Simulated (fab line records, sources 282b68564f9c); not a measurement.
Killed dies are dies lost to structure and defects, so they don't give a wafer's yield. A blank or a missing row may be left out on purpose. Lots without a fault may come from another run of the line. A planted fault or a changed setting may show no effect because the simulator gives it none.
Which tool did it? | flow rit_cmos | 14 lots, 42 wafers sampled, at 2 steps of a route of 202

WHAT THE GAUGES READ, wafer by wafer
The record holds no reading of a measuring or inspecting step that can be judged against a usual standard deviation.

WHICH TOOL RAN EACH LOT (tool, then ch and the chambers of the sampled wafers, then the start)
lot  | RIT_PLDD_SOFTBAKE_02             | RIT_M1_PROBE_99
L843 | litho_track-04 ch 0, day 2 22:31 | -
L844 | litho_track-02 ch 0, day 3 00:56 | -
L845 | litho_track-02 ch 0, day 3 09:34 | -
L848 | litho_track-01 ch 0, day 3 21:23 | -
L850 | litho_track-01 ch 0, day 4 05:48 | -
L851 | litho_track-02 ch 0, day 4 13:43 | -
L852 | litho_track-02 ch 0, day 4 21:14 | -
L853 | litho_track-04 ch 0, day 5 00:25 | -
L859 | litho_track-01 ch 0, day 6 06:18 | -
L860 | litho_track-01 ch 0, day 6 09:28 | -
L861 | litho_track-04 ch 0, day 6 16:58 | prober-01, day 7 08:37
L863 | litho_track-01 ch 0, day 7 02:40 | -
L865 | litho_track-02 ch 0, day 7 13:01 | prober-01, day 8 06:17
L866 | litho_track-01 ch 0, day 7 19:29 | prober-02, day 8 10:37
- RIT_PLDD_SOFTBAKE_02: time 60 s.
- RIT_M1_PROBE_99

WHAT THE TOOLS THEMSELVES READ (means of the sampled wafers that have a number; where no wafer has one, the mark that the record gives instead)
RIT_PLDD_SOFTBAKE_02. Usual: plate_temp_C 89.96 C, standard deviation 0.13; run_length_s 89.18 s, standard deviation 0.21.
lot  | tool           | plate_temp_C (C) | run_length_s (s) | flag
L843 | litho_track-04 | 90.13            | 89.46            |
L844 | litho_track-02 | 90.00            | 89.18            |
L845 | litho_track-02 | 89.93            | 89.09            |
L848 | litho_track-01 | 90.00            | 89.02            |
L850 | litho_track-01 | 89.92            | 89.03            |
L851 | litho_track-02 | 89.86            | 98.47            | OFF
L852 | litho_track-02 | 90.00            | 98.50            | OFF
L853 | litho_track-04 | 89.86            | 89.49            |
L859 | litho_track-01 | 89.99            | 88.91            |
L860 | litho_track-01 | 89.95            | 88.92            |
L861 | litho_track-04 | 89.91            | 89.35            |
L863 | litho_track-01 | 90.12            | 89.00            |
L865 | litho_track-02 | 90.15            | 89.10            |
L866 | litho_track-01 | 90.05            | 88.95            |

RIT_M1_PROBE_99. Usual: killed_at_M0_to_M3 0.0, standard deviation 0.18; killed_at_contacts 0.1, standard deviation 0.32; killed_at_front_end 7, standard deviation 3; killed_dies 7, standard deviation 3.1; killed_open 3.3, standard deviation 1.8; killed_short 3.6, standard deviation 2.
lot  | tool      | killed_at_M0_to_M3 | killed_at_contacts | killed_at_front_end | killed_dies | killed_open | killed_short | flag
L861 | prober-01 | 0.0                | 0.0                | 6                   | 6           | 2.3         | 3.7          |
L865 | prober-01 | 0.0                | 0.0                | 7                   | 7           | 3.7         | 3.3          |
L866 | prober-02 | 0.0                | 0.0                | 10                  | 10          | 4.0         | 5.7          |

THE ANSWER, worked out from the rows above alone
Rule: a lot is off if the mean of its wafers that have a number lies more than 3 standard deviations from the usual mean. A lot without any number at a reading at which 4 lots or more have one is off too. The other lots that the step has rows for count as sound. The gauges are gone through in route order, then the tools' own readings, and for those a lot's mean is taken as printed above. The first step at which some lot is off is used, and at that step the reading that is off furthest; a lot without a number counts as furthest.
Off: L851, L852, at RIT_PLDD_SOFTBAKE_02 (run_length_s).
A tool fits if, at that step or a process step before it, it ran every lot that is off, and no sound lot after the first of them. None of those tried fits.

WHAT THE SIMULATOR HAD PUT IN
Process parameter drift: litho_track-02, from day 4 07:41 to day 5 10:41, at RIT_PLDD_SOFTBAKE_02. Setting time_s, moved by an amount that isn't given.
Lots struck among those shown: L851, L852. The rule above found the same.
